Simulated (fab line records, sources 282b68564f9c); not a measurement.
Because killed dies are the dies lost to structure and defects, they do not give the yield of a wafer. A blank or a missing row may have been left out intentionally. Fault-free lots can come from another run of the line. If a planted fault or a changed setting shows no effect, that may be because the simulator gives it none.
Which tool was responsible? ; flow rit cmos ; 12 lots with 36 wafers sampled at 5 steps, on a route of 202 steps

== WHAT THE GAUGES READ, wafer by wafer ==
RIT_ACTIVE_CD_MEAS_11: target cd 1400 nm.
lot;measured;on;cd nm (nm)
L993;day 1 17:01;cd sem-02;1396.1 1397.1 1398.0
L994;day 1 20:19;cd sem-02;1397.2 1397.6 1399.3
L995;day 2 00:29;cd sem-01;1400.9 1401.5 1401.7
L996;day 2 05:30;cd sem-01;1401.6 1404.5 1404.2
L997;day 2 11:26;cd sem-01;1402.5 1402.3 1402.6
L998;day 2 15:37;cd sem-01;1400.4 1399.6 1400.5
L999;day 2 21:16;cd sem-02;1402.4 1403.5 1401.5
L100;day 3 03:24;cd sem-02;1399.3 1398.5 1397.0
L106;day 4 08:14;cd sem-01;1406.4 1405.8 1407.3
L107;day 4 13:40;cd sem-02;1413.4 1409.8 1410.2 1413.7 1409.6 1410.4
L108;day 4 17:56;cd sem-02;1404.9 1407.2 1404.8
L113;day 5 21:44;cd sem-02;1398.9 1396.5 1399.4

RIT_WELLDRIVE_RS_MEAS_01: the measuring method here is four-point-probe.
lot;measured;on;NWELL_RS (ohm/sq)
L993;day 2 06:08;film metro-02;275.2 275.6 275.7
L994;day 2 09:27;film metro-04;274.3 274.6 275.8
L995;day 2 16:35;film metro-03;274.6 275.7 275.1
L996;day 2 21:42;film metro-04;275.3 275.1 275.2
L997;day 3 03:04;film metro-04;274.1 275.0 275.1
L998;day 3 08:21;film metro-03;275.5 275.5 274.5
L999;day 3 12:24;film metro-03;274.2 275.3 275.2
L100;day 3 17:34;film metro-03;275.6 275.5 274.0
L106;day 5 01:41;film metro-04;274.1 274.6 274.9
L107;day 5 11:02;film metro-04;275.5 275.2 275.2
L108;day 5 14:11;film metro-04;274.9 275.3 275.4
L113;day 7 00:52;film metro-04;276.3 275.2 274.8

RIT_WELLDRIVE_RS_MEAS_02: the measuring method here is four-point-probe.
lot;measured;on;PWELL_RS (ohm/sq)
L993;day 2 06:15;film metro-02;430.5 430.9 431.6
L994;day 2 09:34;film metro-04;428.6 428.8 427.5
L995;day 2 16:42;film metro-03;427.3 425.7 426.7
L996;day 2 21:49;film metro-04;427.5 428.8 429.3
L997;day 3 03:11;film metro-04;428.9 428.5 427.2
L998;day 3 08:28;film metro-03;427.7 430.8 427.9
L999;day 3 12:31;film metro-03;429.1 429.9 429.3
L100;day 3 17:41;film metro-03;428.4 428.8 428.1
L106;day 5 01:49;film metro-04;430.7 430.7 429.5
L107;day 5 11:10;film metro-04;429.1 428.4 428.3
L108;day 5 14:18;film metro-04;428.9 428.1 430.1
L113;day 7 00:59;film metro-04;428.1 427.9 428.4

RIT_NLDD_TW_MEAS_10.
lot;measured;on;NLDD_TW
L993;day 2 19:45;film metro-03;2518 2513 2520
L994;day 2 23:31;film metro-02;2485 2483 2481
L995;day 3 10:16;film metro-01;2466 2458 2464
L996;day 3 16:22;film metro-03;2495 2508 2505
L997;day 3 21:25;film metro-01;2480 2481 2479
L998;day 4 00:25;film metro-02;2493 2494 2510
L999;day 4 06:07;film metro-02;2498 2491 2501
L100;day 4 11:11;film metro-02;2498 2495 2507
L106;day 5 18:08;film metro-03;2502 2491 2509
L107;day 6 08:17;film metro-03;2504 2516 2488
L108;day 6 08:32;film metro-01;2491 2494 2491
L113;day 7 21:17;film metro-01;2498 2483 2472

== WHICH TOOL RAN EACH LOT (tool, then ch and the chambers of the sampled wafers, then the start) ==
lot;RIT_ACTIVE_COAT_06
L993;litho track-01 ch 0, day 1 16:11
L994;litho track-02 ch 0, day 1 19:32
L995;litho track-02 ch 0, day 1 23:46
L996;litho track-03 ch 0, day 2 04:49
L997;litho track-02 ch 0, day 2 10:45
L998;litho track-03 ch 0, day 2 14:48
L999;litho track-02 ch 0, day 2 20:34
L100;litho track-03 ch 0, day 3 02:35
L106;litho track-01 ch 0, day 4 07:21
L107;litho track-01 ch 0, day 4 12:50
L108;litho track-01 ch 0, day 4 17:14
L113;litho track-03 ch 0, day 5 21:02
- RIT_ACTIVE_COAT_06: resist thk 1000 nm.

== WHAT THE TOOLS THEMSELVES READ (means of the sampled wafers that have a number; where no wafer has one, the mark that the record gives instead) ==
RIT_ACTIVE_COAT_06.
lot;tool;spin speed rpm (rpm)
L993;litho track-01;3250.3
L994;litho track-02;3251.3
L995;litho track-02;3250.4
L996;litho track-03;3249.4
L997;litho track-02;3252.4
L998;litho track-03;3248.7
L999;litho track-02;3249.6
L100;litho track-03;3248.4
L106;litho track-01;2734.5
L107;litho track-01;2737.3
L108;litho track-01;2735.8
L113;litho track-03;3253.6

== THE ANSWER, worked out from the rows above alone ==
Rule: what is usual is taken from the lots themselves. The widest of any qualifying gaps counts: lots, ordered by their means at a reading, are off when they make up no more than a third of the lots, leave a main group of 4 or more, and stand apart from it by 3 or more times the standard deviation of that group's means. A main group is skipped when, at the precision printed for the reading in the tables above, its means are all equal. Also off: a lot with no number at a reading for which 4 or more lots have one. Any other lot the step has rows for is counted as sound. The gauges are gone through in route order, then the tools' own readings, and for those a lot's mean is taken as printed above. The first step at which some lot is off is used, and at that step the reading that is off furthest; a lot without a number counts as furthest.
Off: L106, L107, L108, at RIT_ACTIVE_COAT_06 (spin speed rpm). The main group: mean 3250.5 rpm, standard deviation 1.6.
A tool fits if, at that step or a process step before it, it ran every lot that is off, and no sound lot after the first of them. One candidate fits, namely litho track-01 at RIT_ACTIVE_COAT_06. A fault onset in the window from L993 (day 1 16:11, its last sound lot) to L106 (day 4 07:21, its first lot off) fits.
On the lots that are off, the tool's own readings at RIT_ACTIVE_COAT_06 differ by more than 5 times the standard deviation of the sound lots' means, which bears it out; spin speed rpm reads 2735.9 rpm there versus 3250.5 rpm on the sound lots.

== WHAT THE SIMULATOR PUT IN ==
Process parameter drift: litho track-01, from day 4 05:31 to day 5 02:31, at RIT_ACTIVE_COAT_06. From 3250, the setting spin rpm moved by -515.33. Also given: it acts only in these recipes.
Lots struck among those shown: L106, L107, L108. The rule above found the same.
